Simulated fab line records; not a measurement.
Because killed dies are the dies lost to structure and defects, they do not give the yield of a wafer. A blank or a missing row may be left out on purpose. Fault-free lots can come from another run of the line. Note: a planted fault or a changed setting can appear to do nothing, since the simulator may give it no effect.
A struck lot beside a sound one :: flow berkeley cmos170 :: 19 steps out of a route of 331
Sound: the wafers L821.2, L821.3, L821.4. The struck wafers were L835.1, L835.3, L835.4. The cause comes at the end.
Each step with rows lists, per side, the tool, then ch with its chambers, then its first start. Under that, the readings that differ: sound wafers :: struck wafers :: difference of the means :: sigmas: that difference in standard deviations of wafers without a fault.
alike: same words and numbers on both sides, and readings whose means sit less than 2 such deviations apart. not compared: any withheld reading, any reading some wafer has no value for, any bound like >300 that may hide the same value, and any number with overlapping values for which the record gives no deviation.
Wherever a step has rows on one side only, a row that says differs or no value, or a row with sigmas, the two part there. Numbers that have no deviation but don't overlap get no sigmas and don't part them. A reading that every wafer of one side lacks parts them only if that side has two wafers or more.

first, 3 steps without rows for these wafers: UCB170_GATE_EXPOSE_09 (exposes mask POLY, target cd 350 nm); UCB170_GATE_PEB_10; UCB170_GATE_DEVELOP_11 (develop time 45 s).
UCB170_GATE_CD_MEAS_12 targets a cd of 350 nm.
  sound on cd sem-02 at day 6 09:09; struck on cd sem-01 at day 9 01:12
  alike: cd nm
UCB170_GATE_OVL_MEAS_13:
  sound on overlay-02 at day 6 09:16; struck on overlay-01 at day 9 01:19
  alike: GATE_OVL
UCB170_GATE_ETCH_14: etches BARC in N2/H2.
  sound on rie diel-01 ch 0,2,3, day 6 09:17; struck on rie diel-03 ch 0,2,3, day 9 01:21
  alike: chamber pressure mTorr, drypump motor current A, oes product au, throttle valve pct
UCB170_GATE_ETCH_15: etches poly-Si in HBr/Cl2, stops on SiO2, time 56.3 s, target depth 278.2 nm.
  sound on rie si-01 ch 0,1,3, day 6 09:20; struck on rie si-02 ch 0,1,3, day 9 01:24
  alike: chamber pressure mTorr, drypump motor current A, oes product au, throttle valve pct
  not compared: rf hours counter h
UCB170_GATE_STRIP_16: strips in O2.
  sound on plasma asher-03 ch 0,1, day 6 09:23; struck on plasma asher-01 ch 0,1, day 9 01:26
  alike: chamber pressure mTorr, drypump motor current A, oes product au
  not compared: rf hours counter h
UCB170_GATE_CD_MEAS_90 targets a cd of 350 nm.
  sound on cd sem-01 at day 6 09:30; struck on cd sem-01 at day 9 01:32
  alike: cd nm
then, 3 steps without rows for these wafers: UCB170_GATE_CLEAN_17 (cleans in SPM, time 600 s); UCB170_PLDD_HMDS_00 (prime time 60 s); UCB170_PLDD_COAT_01 (resist thk 900 nm).
UCB170_PLDD_SOFTBAKE_02: time 60 s.
  sound on litho track-02 ch 0, day 6 10:27; struck on litho track-04 ch 0, day 9 02:08
reading: heater power total W (W)
sound: 56.72 56.82 56.83
struck: 59.26 59.22 59.26
difference: +2.46
sigmas: +56

reading: plate temp C (C)
sound: 130.01 130.17 130.15
struck: 134.45 134.16 134.46
difference: +4.25
sigmas: +33

reading: model.KrF_of_PLDD_COAT_01.thk nm (nm)
sound: 898.4 900 903.3
struck: 895.4 892.1 895.4
difference: -6.3
sigmas: 
then, 2 steps without rows for these wafers: UCB170_PLDD_EXPOSE_03 (exposes mask PSELECT, target cd 1200 nm); UCB170_PLDD_PEB_04.
UCB170_PLDD_DEVELOP_05: develop time 45 s.
  sound on litho track-04 ch 0; struck on litho track-04 ch 0
reading: model.KrF_of_PLDD_COAT_01.thk nm (nm)
sound: 884.2 885.8 889.1
struck: 881.3 878 881.3
difference: -6.2
sigmas: 
UCB170_PLDD_CD_MEAS_06 targets a cd of 1200 nm.
  sound on cd sem-01 at day 6 11:47; struck on cd sem-01 at day 9 02:41
reading: cd nm (nm)
sound: 1201.3 1199.1 1200.5
struck: 1211.0 1210.9 1210.8
difference: +10.6
sigmas: +8
UCB170_PLDD_OVL_MEAS_07:
  sound on overlay-02 at day 6 11:53; struck on overlay-01 at day 9 02:48
  alike: PLDD_OVL
UCB170_M3_PROBE_99:
  only the struck wafers here have rows in the record (prober-02, day 10 11:02); the sound ones have none

WHERE THEY PART
First at UCB170_PLDD_SOFTBAKE_02; last, within this record, at UCB170_M3_PROBE_99.

WHY: whatever the simulator had introduced
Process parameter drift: litho track-04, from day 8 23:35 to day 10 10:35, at UCB170_PLDD_SOFTBAKE_02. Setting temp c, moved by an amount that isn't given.
